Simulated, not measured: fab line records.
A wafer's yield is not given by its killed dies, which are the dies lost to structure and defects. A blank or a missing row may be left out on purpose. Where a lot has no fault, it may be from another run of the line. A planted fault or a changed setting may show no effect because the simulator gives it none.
Check of tool commonality ; flow ritCmos ; Sampled: 14 lots, 42 wafers

## REASON FOR OPENING
Of 14 lots, 2 have the reading SPACER_NITRIDE_THK flagged at RIT_SPACER_THK_MEAS_04. Wafers without a fault read 249.9 nm, standard deviation 2.5.
Rule: flag the lot when none of its wafers has a number, or when each of its wafers that has one lies beyond 4 standard deviations from that mean. The other lots count as sound.

lot;measured;on;SPACER_NITRIDE_THK (nm), wafer by wafer;flag
L797;day 3 03:34;filmMetro-04;248.5 248.2 251.3;
L798;day 3 05:19;filmMetro-02;249.1 249.0 248.9;
L799;day 3 13:23;filmMetro-03;252.1 252.1 252.1;
L800;day 3 20:00;filmMetro-04;251.3 253.7 251.5;
L802;day 4 05:09;filmMetro-03;246.5 243.7 245.2;
L803;day 4 06:19;filmMetro-03;252.1 251.2 252.6;
L804;day 4 09:50;filmMetro-03;250.9 251.6 250.6;
L805;day 4 14:20;filmMetro-03;247.9 250.5 251.1;
L806;day 4 20:44;filmMetro-03;249.5 248.6 244.8;
L807;day 5 03:50;filmMetro-04;246.5 247.1 247.4;
L808;day 5 06:31;filmMetro-04;249.2 246.8 248.5;
L809;day 5 10:49;filmMetro-03;419.5 420.0 418.5;FLAGGED
L810;day 5 14:33;filmMetro-03;423.1 424.0 423.6;FLAGGED
L820;day 7 17:19;filmMetro-02;252.2 249.3 248.8;
Average over the flagged lots: 421.4 nm; offset from the usual +171.5 nm, equal to +69 standard deviations.

## TOOL THAT RAN EACH LOT
The record keeps 1 process step preceding the reading, out of 202 steps on the route. Read each cell as the tool, then ch plus the chambers that the sampled wafers visited, then the start.
lot;flag;RIT_SPACER_CVD_03
L797;;lpcvd-01 ch 0, day 3 01:38
L798;;lpcvd-02 ch 1, day 3 03:23
L799;;lpcvd-02 ch 0, day 3 11:28
L800;;lpcvd-02 ch 1, day 3 18:05
L802;;lpcvd-01 ch 1, day 4 03:14
L803;;lpcvd-02 ch 0, day 4 04:23
L804;;lpcvd-02 ch 0, day 4 07:53
L805;;lpcvd-01 ch 0, day 4 12:25
L806;;lpcvd-01 ch 0, day 4 18:48
L807;;lpcvd-01 ch 1, day 5 01:54
L808;;lpcvd-01 ch 0, day 5 04:36
L809;FLAGGED;lpcvd-01 ch 0, day 5 08:53
L810;FLAGGED;lpcvd-01 ch 0, day 5 12:36
L820;;lpcvd-02 ch 1, day 7 15:24
These steps, and what they do:
- RIT_SPACER_CVD_03: deposits Si3N4 from SiH2Cl2/NH3, target thk 250 nm, time 3300 s.
- RIT_SPACER_THK_MEAS_04

## FLAGGED OVER TOTAL, TOOL BY TOOL (the gauges that took the reading come last)
step;tool;lots run;flagged;share of the flagged lots;sound lots run after its first flagged lot
RIT_SPACER_CVD_03;lpcvd-01;8;2;all;0
RIT_SPACER_CVD_03;lpcvd-02;6;0;none;-
RIT_SPACER_THK_MEAS_04;filmMetro-02;2;0;none;-
RIT_SPACER_THK_MEAS_04;filmMetro-03;8;2;all;0
RIT_SPACER_THK_MEAS_04;filmMetro-04;4;0;none;-

## WHAT THE TABLE PERMITS
lpcvd-01 at RIT_SPACER_CVD_03 and filmMetro-03 at RIT_SPACER_THK_MEAS_04 are the 2 rows of the table that ran each flagged lot.
- lpcvd-01 at RIT_SPACER_CVD_03: 2 of its 8 lots flagged. Last sound lot L808 at day 5 04:36, first flagged lot L809 at day 5 08:53; a fault beginning in between fits. Its own readings (spikeTcCentreC, spikeTcLoadC, spikeTcSourceC, susceptorTempC) fall more than 4 standard deviations out on all wafers of the flagged lots.
- filmMetro-03 at RIT_SPACER_THK_MEAS_04: 2 of its 8 lots flagged. Last sound lot L806 at day 4 20:44, first flagged lot L809 at day 5 10:49; a fault beginning in between fits.
Counting lots can't tell these 2 tools apart, because each fits a fault that began at some hour. More lots, or a look at what each step does to the wafer, might.

## WHAT THE SIMULATOR HAD INSERTED
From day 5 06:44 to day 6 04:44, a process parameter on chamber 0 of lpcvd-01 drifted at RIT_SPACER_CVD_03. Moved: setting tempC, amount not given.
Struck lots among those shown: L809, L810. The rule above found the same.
